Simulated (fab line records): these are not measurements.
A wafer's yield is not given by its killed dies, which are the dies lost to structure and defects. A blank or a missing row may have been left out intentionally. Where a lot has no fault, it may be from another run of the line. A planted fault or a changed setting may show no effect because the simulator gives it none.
Struck lot and sound lot, side by side	flow rit cmos	16 out of 202 route steps
Sound: the wafers L465.1, L465.2, L465.3. Wafers L478.1, L478.2, L478.4 were the ones struck. The cause is given at the end.
Per side, at each step with rows, come the tool, then ch with its chambers, and then its first start. Under that, the readings that differ: sound wafers	struck wafers	difference of the means	sigmas: that difference in standard deviations of wafers without a fault.
alike: a reading whose means differ by less than 2 such deviations, as well as words and numbers matching on both sides. not compared: withheld readings; readings where some wafer has no value; bounds like >300 that might hide an equal value; numbers whose values overlap and for which the record gives no deviation.
A row with sigmas, a row that says differs or no value, or rows on one side alone: a step with any of these is where the two part. Non-overlapping numbers with no deviation appear without sigmas and do not part them. A reading missing from all wafers of one side parts the sides only when that side holds two or more wafers.

RIT_ACTIVE_BOW_MEAS_00:
  sound on film metro-04 at day 1 15:00; struck on film metro-01 at day 4 08:00
  alike: INCOMING_BOW
then, 1 step without rows for these wafers: RIT_ACTIVE_OXIDATION_01 (target thk 46.8 nm, ox time 3360 s).
RIT_ACTIVE_THK_MEAS_02:
  sound on film metro-04 at day 1 17:03; struck on film metro-01 at day 4 11:01
  alike: ACTIVE_OXIDE_THK
then, 1 step without rows for these wafers: RIT_ACTIVE_CVD_03 (deposits Si3N4 from SiH2Cl2/NH3, target thk 150 nm, time 1500 s).
RIT_ACTIVE_THK_MEAS_04:
  sound on film metro-04 at day 1 18:32; struck on film metro-01 at day 4 12:30
  alike: ACTIVE_NITRIDE_THK
then, 5 steps without rows for these wafers: RIT_ACTIVE_HMDS_05 (prime time 60 s); RIT_ACTIVE_COAT_06 (resist thk 1000 nm); RIT_ACTIVE_SOFTBAKE_07 (time 60 s); RIT_ACTIVE_EXPOSE_08 (exposes mask M1, target cd 1400 nm); RIT_ACTIVE_PEB_09.
RIT_ACTIVE_DEVELOP_10: develop time 50 s.
  sound on litho track-01 ch 0, day 1 19:00; struck on litho track-02 ch 0, day 4 13:00
RIT_ACTIVE_CD_MEAS_11: target cd 1400 nm.
  sound on cd sem-02 at day 1 19:26; struck on cd sem-01 at day 4 13:25
reading	sound	struck	difference	sigmas
cd nm (nm)	1400.7 1399.1 1398.6	1377.3 1375.8 1377.8	-22.5	-9
then, 1 step without rows for these wafers: RIT_ACTIVE_HARDBAKE_12 (time 60 s).
RIT_ACTIVE_ETCH_13: etches Si3N4 in SF6, stops on SiO2, time 210 s, target depth 210 nm.
  sound on rie diel-02 ch 0,1,3, day 1 19:43; struck on rie diel-03 ch 0,3, day 4 13:41
reading	sound	struck	difference	sigmas
model.ACTIVE.cd nm (nm)	1401 1399 1398	1377 1376 1378	-22	
  alike: SF6_flow_sccm, chamber pressure mTorr, drypump motor current A, oes product au, throttle valve pct
  not compared: rf hours counter h
RIT_ACTIVE_STRIP_14: strips in O2, time 180 s.
  sound on plasma asher-02 ch 0,1, day 1 19:50; struck on plasma asher-04 ch 0,1, day 4 13:49
  alike: chamber pressure mTorr, drypump motor current A
  not compared: rf hours counter h
RIT_M1_PROBE_99:
  sound on prober-01 at day 3 14:30; struck on prober-02 at day 6 07:27
reading	sound	struck	difference	sigmas
killed_at_M0_to_M3	0 0 0	0 1 0	+0	+2
  alike: killed at contacts, killed at front end, killed dies, killed open, killed short

WHERE THEY PART
Earliest at RIT_ACTIVE_CD_MEAS_11; latest, in this record, at RIT_M1_PROBE_99.

WHY: what had been put in by the simulator
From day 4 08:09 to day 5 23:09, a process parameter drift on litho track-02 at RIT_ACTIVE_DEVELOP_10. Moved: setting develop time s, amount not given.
